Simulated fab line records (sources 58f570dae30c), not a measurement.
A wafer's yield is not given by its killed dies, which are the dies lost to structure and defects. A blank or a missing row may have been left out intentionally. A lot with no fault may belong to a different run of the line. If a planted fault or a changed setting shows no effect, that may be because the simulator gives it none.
Which tool did it? / flow berkeley cmos170 / 14 lots with 42 wafers sampled at 5 steps, on a route of 331 steps

== WHAT EACH GAUGE READ, for each wafer ==
UCB170_GATE_OVL_MEAS_13. Usual: GATE_OVL typically reads -1 nm, with standard deviation 4.8.
lot=L748; measured=day 6 23:10; on=overlay-01; GATE_OVL (nm)=-9 -3 -9; flag=
lot=L749; measured=day 7 14:32; on=overlay-02; GATE_OVL (nm)=2 4 -8; flag=
lot=L750; measured=day 7 14:49; on=overlay-02; GATE_OVL (nm)=-11 -5 -8; flag=
lot=L751; measured=day 8 05:37; on=overlay-01; GATE_OVL (nm)=-3 -7 -7; flag=
lot=L752; measured=day 8 05:34; on=overlay-01; GATE_OVL (nm)=6 1 8; flag=
lot=L754; measured=day 8 13:34; on=overlay-01; GATE_OVL (nm)=3 4 -1; flag=
lot=L755; measured=day 8 13:49; on=overlay-02; GATE_OVL (nm)=0 -2 -3; flag=
lot=L759; measured=day 9 19:08; on=overlay-01; GATE_OVL (nm)=-6 -4 -1; flag=
lot=L761; measured=day 9 19:16; on=overlay-02; GATE_OVL (nm)=46 46 45; flag=OFF
lot=L762; measured=day 9 19:42; on=overlay-01; GATE_OVL (nm)=49 46 46; flag=OFF
lot=L763; measured=day 10 13:01; on=overlay-02; GATE_OVL (nm)=38 44 40; flag=OFF
lot=L764; measured=day 10 13:16; on=overlay-01; GATE_OVL (nm)=4 -1 7; flag=
lot=L766; measured=day 11 00:17; on=overlay-01; GATE_OVL (nm)=6 1 -2; flag=
lot=L770; measured=day 11 14:56; on=overlay-02; GATE_OVL (nm)=-9 -4 -8; flag=

UCB170_PLDD_CD_MEAS_06: the cd target is 1200 nm. Usual: 1199.7 nm for cd nm, sd 1.5.
lot=L748; measured=day 7 00:47; on=cd sem-01; cd nm (nm)=1200.2 1200.0 1199.2; flag=
lot=L749; measured=day 7 16:31; on=cd sem-02; cd nm (nm)=1200.8 1200.6 1202.5; flag=
lot=L750; measured=day 7 16:41; on=cd sem-02; cd nm (nm)=1200.5 1199.2 1200.9; flag=
lot=L751; measured=day 8 07:26; on=cd sem-01; cd nm (nm)=1199.3 1201.9 1199.5; flag=
lot=L752; measured=day 8 07:08; on=cd sem-01; cd nm (nm)=1201.3 1199.1 1199.9; flag=
lot=L754; measured=day 8 15:08; on=cd sem-02; cd nm (nm)=1200.3 1201.2 1199.8; flag=
lot=L755; measured=day 8 15:32; on=cd sem-01; cd nm (nm)=1198.7 1197.1 1197.5; flag=
lot=L759; measured=day 9 21:24; on=cd sem-02; cd nm (nm)=1200.0 1199.1 1197.3; flag=
lot=L761; measured=day 9 21:50; on=cd sem-01; cd nm (nm)=1200.0 1200.8 1200.5; flag=
lot=L762; measured=day 9 22:07; on=cd sem-02; cd nm (nm)=1202.6 1201.4 1202.1; flag=
lot=L763; measured=day 10 14:30; on=cd sem-02; cd nm (nm)=1200.2 1199.7 1199.8; flag=
lot=L764; measured=day 10 14:46; on=cd sem-01; cd nm (nm)=1199.1 1200.3 1200.5; flag=
lot=L766; measured=day 11 02:12; on=cd sem-02; cd nm (nm)=1200.0 1200.4 1199.1; flag=
lot=L770; measured=day 11 18:45; on=cd sem-01; cd nm (nm)=1197.5 1198.3 1197.2; flag=

== EACH LOT AND THE TOOL THAT RAN IT (in order: tool; ch and the chambers of the sampled wafers; start) ==
lot=L748; UCB170_ACTIVE_STRIP_16=plasma asher-03 ch 0,1, day 4 21:11; UCB170_GATE_EXPOSE_09=krf scanner-01 ch 0, day 6 22:40; UCB170_GATE_STRIP_16=plasma asher-03 ch 0,1, day 6 23:17
lot=L749; UCB170_ACTIVE_STRIP_16=plasma asher-03 ch 0,1, day 5 05:03; UCB170_GATE_EXPOSE_09=krf scanner-01 ch 0, day 7 13:11; UCB170_GATE_STRIP_16=plasma asher-04 ch 0,1, day 7 14:40
lot=L750; UCB170_ACTIVE_STRIP_16=plasma asher-04 ch 0,1, day 5 05:20; UCB170_GATE_EXPOSE_09=krf scanner-01 ch 0, day 7 13:24; UCB170_GATE_STRIP_16=plasma asher-03 ch 1, day 7 14:56
lot=L751; UCB170_ACTIVE_STRIP_16=plasma asher-03 ch 0,1, day 5 22:39; UCB170_GATE_EXPOSE_09=krf scanner-01 ch 0, day 8 05:01; UCB170_GATE_STRIP_16=plasma asher-02 ch 1, day 8 05:44
lot=L752; UCB170_ACTIVE_STRIP_16=plasma asher-02 ch 0,1, day 5 22:55; UCB170_GATE_EXPOSE_09=krf scanner-02 ch 0, day 8 04:45; UCB170_GATE_STRIP_16=plasma asher-04 ch 0,1, day 8 05:42
lot=L754; UCB170_ACTIVE_STRIP_16=plasma asher-04 ch 0,1, day 6 05:23; UCB170_GATE_EXPOSE_09=krf scanner-02 ch 0, day 8 13:03; UCB170_GATE_STRIP_16=plasma asher-02 ch 0,1, day 8 13:41
lot=L755; UCB170_ACTIVE_STRIP_16=plasma asher-03 ch 0,1, day 6 05:46; UCB170_GATE_EXPOSE_09=krf scanner-01 ch 0, day 8 13:20; UCB170_GATE_STRIP_16=plasma asher-03 ch 0,1, day 8 13:58
lot=L759; UCB170_ACTIVE_STRIP_16=plasma asher-04 ch 0, day 7 07:44; UCB170_GATE_EXPOSE_09=krf scanner-02 ch 0, day 9 18:08; UCB170_GATE_STRIP_16=plasma asher-02 ch 0,1, day 9 19:16
lot=L761; UCB170_ACTIVE_STRIP_16=plasma asher-02 ch 0,1, day 7 07:50; UCB170_GATE_EXPOSE_09=krf scanner-01 ch 0, day 9 18:32; UCB170_GATE_STRIP_16=plasma asher-04 ch 0,1, day 9 19:23
lot=L762; UCB170_ACTIVE_STRIP_16=plasma asher-03 ch 0,1, day 7 07:58; UCB170_GATE_EXPOSE_09=krf scanner-01 ch 0, day 9 19:02; UCB170_GATE_STRIP_16=plasma asher-02 ch 0,1, day 9 19:49
lot=L763; UCB170_ACTIVE_STRIP_16=plasma asher-03 ch 0,1, day 7 22:34; UCB170_GATE_EXPOSE_09=krf scanner-01 ch 0, day 10 12:30; UCB170_GATE_STRIP_16=plasma asher-04 ch 0,1, day 10 13:08
lot=L764; UCB170_ACTIVE_STRIP_16=plasma asher-02 ch 0,1, day 7 22:58; UCB170_GATE_EXPOSE_09=krf scanner-02 ch 0, day 10 12:46; UCB170_GATE_STRIP_16=plasma asher-02 ch 0, day 10 13:23
lot=L766; UCB170_ACTIVE_STRIP_16=plasma asher-03 ch 0,1, day 8 08:40; UCB170_GATE_EXPOSE_09=krf scanner-02 ch 0, day 10 23:47; UCB170_GATE_STRIP_16=plasma asher-02 ch 0,1, day 11 00:25
lot=L770; UCB170_ACTIVE_STRIP_16=plasma asher-03 ch 0,1, day 9 11:11; UCB170_GATE_EXPOSE_09=krf scanner-02 ch 0, day 11 14:23; UCB170_GATE_STRIP_16=plasma asher-03 ch 0,1, day 11 15:04
- UCB170_ACTIVE_STRIP_16: strips in O2.
- UCB170_GATE_EXPOSE_09: exposes mask POLY, target cd 350 nm.
- UCB170_GATE_STRIP_16: strips in O2.

== AS READ BY THE TOOLS THEMSELVES (means over the sampled wafers that have a number; for cases with no such wafer, the mark the record gives instead) ==
UCB170_ACTIVE_STRIP_16. Usual: drypump motor current A 5.82 A, standard deviation 0.2; o2 flow sccm 400.0 sccm, standard deviation 1.2; oes product au 0.721 a.u., standard deviation 0.0044; strip time to endpoint s 18.07 s, standard deviation 0.11.
lot=L748; tool=plasma asher-03; drypump motor current A (A)=5.86; o2 flow sccm (sccm)=399.7; oes product au (a.u.)=0.721; strip time to endpoint s (s)=18.06; flag=
lot=L749; tool=plasma asher-03; drypump motor current A (A)=5.87; o2 flow sccm (sccm)=399.8; oes product au (a.u.)=0.723; strip time to endpoint s (s)=18.08; flag=
lot=L750; tool=plasma asher-04; drypump motor current A (A)=5.64; o2 flow sccm (sccm)=400.2; oes product au (a.u.)=0.716; strip time to endpoint s (s)=17.96; flag=
lot=L751; tool=plasma asher-03; drypump motor current A (A)=5.87; o2 flow sccm (sccm)=400.3; oes product au (a.u.)=0.719; strip time to endpoint s (s)=18.03; flag=
lot=L752; tool=plasma asher-02; drypump motor current A (A)=6.01; o2 flow sccm (sccm)=399.7; oes product au (a.u.)=0.720; strip time to endpoint s (s)=18.14; flag=
lot=L754; tool=plasma asher-04; drypump motor current A (A)=5.67; o2 flow sccm (sccm)=400.5; oes product au (a.u.)=0.721; strip time to endpoint s (s)=18.08; flag=
lot=L755; tool=plasma asher-03; drypump motor current A (A)=5.80; o2 flow sccm (sccm)=399.1; oes product au (a.u.)=0.721; strip time to endpoint s (s)=17.96; flag=
lot=L759; tool=plasma asher-04; drypump motor current A (A)=5.49; o2 flow sccm (sccm)=401.3; oes product au (a.u.)=0.724; strip time to endpoint s (s)=18.05; flag=
lot=L761; tool=plasma asher-02; drypump motor current A (A)=5.98; o2 flow sccm (sccm)=400.5; oes product au (a.u.)=0.728; strip time to endpoint s (s)=17.97; flag=
lot=L762; tool=plasma asher-03; drypump motor current A (A)=5.81; o2 flow sccm (sccm)=398.6; oes product au (a.u.)=0.723; strip time to endpoint s (s)=17.98; flag=
lot=L763; tool=plasma asher-03; drypump motor current A (A)=5.87; o2 flow sccm (sccm)=401.1; oes product au (a.u.)=0.723; strip time to endpoint s (s)=18.24; flag=
lot=L764; tool=plasma asher-02; drypump motor current A (A)=5.82; o2 flow sccm (sccm)=401.4; oes product au (a.u.)=0.725; strip time to endpoint s (s)=18.07; flag=
lot=L766; tool=plasma asher-03; drypump motor current A (A)=5.87; o2 flow sccm (sccm)=399.0; oes product au (a.u.)=0.722; strip time to endpoint s (s)=18.12; flag=
lot=L770; tool=plasma asher-03; drypump motor current A (A)=5.86; o2 flow sccm (sccm)=399.7; oes product au (a.u.)=0.716; strip time to endpoint s (s)=18.07; flag=

UCB170_GATE_STRIP_16. Usual: drypump motor current A 5.82 A, standard deviation 0.23; o2 flow sccm 399.9 sccm, standard deviation 1.2; oes product au 0.724 a.u., standard deviation 0.0047.
lot=L748; tool=plasma asher-03; drypump motor current A (A)=5.82; o2 flow sccm (sccm)=399.5; oes product au (a.u.)=0.722; flag=
lot=L749; tool=plasma asher-04; drypump motor current A (A)=5.64; o2 flow sccm (sccm)=399.6; oes product au (a.u.)=0.725; flag=
lot=L750; tool=plasma asher-03; drypump motor current A (A)=5.76; o2 flow sccm (sccm)=399.4; oes product au (a.u.)=0.728; flag=
lot=L751; tool=plasma asher-02; drypump motor current A (A)=5.65; o2 flow sccm (sccm)=399.4; oes product au (a.u.)=0.728; flag=
lot=L752; tool=plasma asher-04; drypump motor current A (A)=5.79; o2 flow sccm (sccm)=399.0; oes product au (a.u.)=0.724; flag=
lot=L754; tool=plasma asher-02; drypump motor current A (A)=5.84; o2 flow sccm (sccm)=401.1; oes product au (a.u.)=0.726; flag=
lot=L755; tool=plasma asher-03; drypump motor current A (A)=5.86; o2 flow sccm (sccm)=400.5; oes product au (a.u.)=0.720; flag=
lot=L759; tool=plasma asher-02; drypump motor current A (A)=5.85; o2 flow sccm (sccm)=401.7; oes product au (a.u.)=0.721; flag=
lot=L761; tool=plasma asher-04; drypump motor current A (A)=5.65; o2 flow sccm (sccm)=400.1; oes product au (a.u.)=0.721; flag=
lot=L762; tool=plasma asher-02; drypump motor current A (A)=5.83; o2 flow sccm (sccm)=400.6; oes product au (a.u.)=0.724; flag=
lot=L763; tool=plasma asher-04; drypump motor current A (A)=5.64; o2 flow sccm (sccm)=399.8; oes product au (a.u.)=0.722; flag=
lot=L764; tool=plasma asher-02; drypump motor current A (A)=6.19; o2 flow sccm (sccm)=399.9; oes product au (a.u.)=0.728; flag=
lot=L766; tool=plasma asher-02; drypump motor current A (A)=5.85; o2 flow sccm (sccm)=399.8; oes product au (a.u.)=0.719; flag=
lot=L770; tool=plasma asher-03; drypump motor current A (A)=5.89; o2 flow sccm (sccm)=398.6; oes product au (a.u.)=0.724; flag=

== THE ANSWER, worked out from the rows above alone ==
Rule: a lot is off if the mean of its wafers that have a number lies more than 3 standard deviations from the usual mean. Also off: a lot with no number at a reading for which 4 or more lots have one. All remaining lots with rows at the step are treated as sound. The gauges are gone through in route order, then the tools' own readings, and for those a lot's mean is taken as printed above. The first step at which some lot is off is used, and at that step the reading that is off furthest; a lot without a number counts as furthest.
Off: L761, L762, L763, at UCB170_GATE_OVL_MEAS_13 (GATE_OVL).
If a tool, at a process step before that reading, ran all the lots that are off and no sound lot after the first of them, it fits. Gauges at UCB170_GATE_OVL_MEAS_13: tried the same way as those tools. One fits: krf scanner-01 at UCB170_GATE_EXPOSE_09. A fault onset in the window from L755 (day 8 13:20, its last sound lot) to L761 (day 9 18:32, its first lot off) fits.

== WHAT WAS PUT IN BY THE SIMULATOR ==
Scanner matching overlay: krf scanner-01, from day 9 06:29 on, at UCB170_GATE_EXPOSE_09. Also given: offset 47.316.
Lots struck among those shown: L761, L762, L763. The rule above reached the same finding.
